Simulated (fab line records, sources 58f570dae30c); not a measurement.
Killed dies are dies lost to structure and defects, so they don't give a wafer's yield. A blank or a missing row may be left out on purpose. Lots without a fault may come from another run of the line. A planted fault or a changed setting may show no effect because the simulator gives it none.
One fault seen from 2 desks | flow berkeley_cmos170 | each desk has only its own numbers; what lay behind them comes last

THE METROLOGY DESK
What the gauges read, lot by lot, whatever tool the lot ran on: means of the sampled wafers that have a number. A lot is out of limits, marked OUT, if its mean lies more than 4 standard deviations from the usual mean; the brackets give that distance.
Columns: A = PSD_TW at UCB170_PSD_TW_MEAS_10, usual 2331; B = cd_nm at UCB170_NSD_CD_MEAS_06, usual 1200.4 nm; C = NSD_OVL at UCB170_NSD_OVL_MEAS_07, usual 7 nm
lot  | first seen here | A    | B      | C
L297 | day 7 12:22     | 2324 | 1201.2 | 12
L303 | day 8 17:47     | 2350 | 1199.5 | 7
L305 | day 9 04:11     | 2333 | 1198.5 | 3
L314 | day 10 20:48    | 2320 | 1203.6 | 2
L316 | day 11 17:07    | 2313 | 1201.1 | 10
L315 | day 11 17:12    | 2327 | 1200.6 | 5
This desk's finding: nothing out of limits on any of the 6 lots.

THE TOOL OWNER'S DESK: implanter-02
The tool's own readings at UCB170_NSD_IMPLANT_08: means of the sampled wafers that have a number, for each lot that ran on this tool. A lot is out of limits, marked OUT, if its mean lies more than 4 standard deviations from the usual mean; the brackets give that distance.
Columns: A = beam_energy_keV at UCB170_NSD_IMPLANT_08, usual 40.000
lot  | first seen here | A
L303 | day 8 19:37     | 40.011
L314 | day 10 23:23    | 39.561 (-37) OUT
L316 | day 11 19:02    | 39.578 (-35) OUT
This desk's finding: out of limits on L314, L316; first on L314, day 10 23:23 (beam_energy_keV at UCB170_NSD_IMPLANT_08). In limits: L303.

PUT TOGETHER
The tool owner's desk could have raised an alarm at day 10 23:23, on L314, L316.
The metrology desk saw nothing out of limits.
The metrology desk has L314, L316 on record, within its limits.
Of the lots named, all ran UCB170_NSD_IMPLANT_08 on implanter-02.

WHAT THE SIMULATOR HAD PUT IN
Process parameter drift: implanter-02, from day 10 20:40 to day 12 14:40, at UCB170_NSD_IMPLANT_08. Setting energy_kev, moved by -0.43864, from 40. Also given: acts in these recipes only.
Lots struck among those shown: L314, L316.
Hours from the fault's start to each desk's first reading out of limits: the tool owner's desk, 3.
